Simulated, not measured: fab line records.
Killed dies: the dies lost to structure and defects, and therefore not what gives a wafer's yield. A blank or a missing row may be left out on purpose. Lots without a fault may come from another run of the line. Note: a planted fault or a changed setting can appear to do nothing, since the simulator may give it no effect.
One fault through the eyes of 2 desks || flow rit-cmos || only its own numbers are on each desk; what lay behind them is given at the end

## DESK OF THE TOOL OWNER: plasma-asher-02
The tool's own readings at RIT_PSD_STRIP_09 (strips in O2, time 180 s): means of the sampled wafers that have a number, for each lot that ran on this tool. If a lot's mean is further than 4 standard deviations from the usual mean, the lot is out of limits and carries the mark OUT (the distance appears in the brackets).
Columns: A = chamber-pressure-mTorr at RIT_PSD_STRIP_09, usual 4000 mTorr; B = drypump-motor-current-A at RIT_PSD_STRIP_09, usual 5.69 A; C = o2-flow-sccm at RIT_PSD_STRIP_09, usual 3999 sccm
{"lot": "L697", "first seen here": "day 4 18:04", "A": 4002, "B": 5.91, "C": 3997}
{"lot": "L712", "first seen here": "day 7 20:20", "A": 4001, "B": 5.69, "C": 3991}
This desk's verdict: no lot among the 2 shows anything out of limits.

## FROM THE METROLOGY DESK
What the gauges read for every lot (on any tool): the sampled wafers with a number, averaged. If a lot's mean is further than 4 standard deviations from the usual mean, the lot is out of limits and carries the mark OUT (the distance appears in the brackets).
Columns: A = NSD_TW at RIT_NSD_TW_MEAS_10, usual 3128; B = PSD_OVL at RIT_PSD_OVL_MEAS_06, usual 0.6 nm; C = PSD_TW at RIT_PSD_TW_MEAS_10, usual 3416
{"lot": "L697", "first seen here": "day 4 16:49", "A": 3147, "B": 1.3, "C": 3453}
{"lot": "L706", "first seen here": "day 6 12:10", "A": 3156, "B": -0.5, "C": 3383}
{"lot": "L707", "first seen here": "day 6 18:48", "A": 3089, "B": 3.7, "C": 3455}
{"lot": "L708", "first seen here": "day 7 00:04", "A": 3074, "B": 1.5, "C": 3472}
{"lot": "L710", "first seen here": "day 7 07:38", "A": 3162, "B": 1.5, "C": 3471}
{"lot": "L712", "first seen here": "day 7 18:58", "A": 3155, "B": 0.3, "C": 3465}
This desk's verdict: no lot among the 6 shows anything out of limits.

## BROUGHT TOGETHER
The desk of the tool owner found nothing out of limits.
At the metrology desk, nothing out of limits was observed.

## WHAT HAD BEEN PUT IN BY THE SIMULATOR
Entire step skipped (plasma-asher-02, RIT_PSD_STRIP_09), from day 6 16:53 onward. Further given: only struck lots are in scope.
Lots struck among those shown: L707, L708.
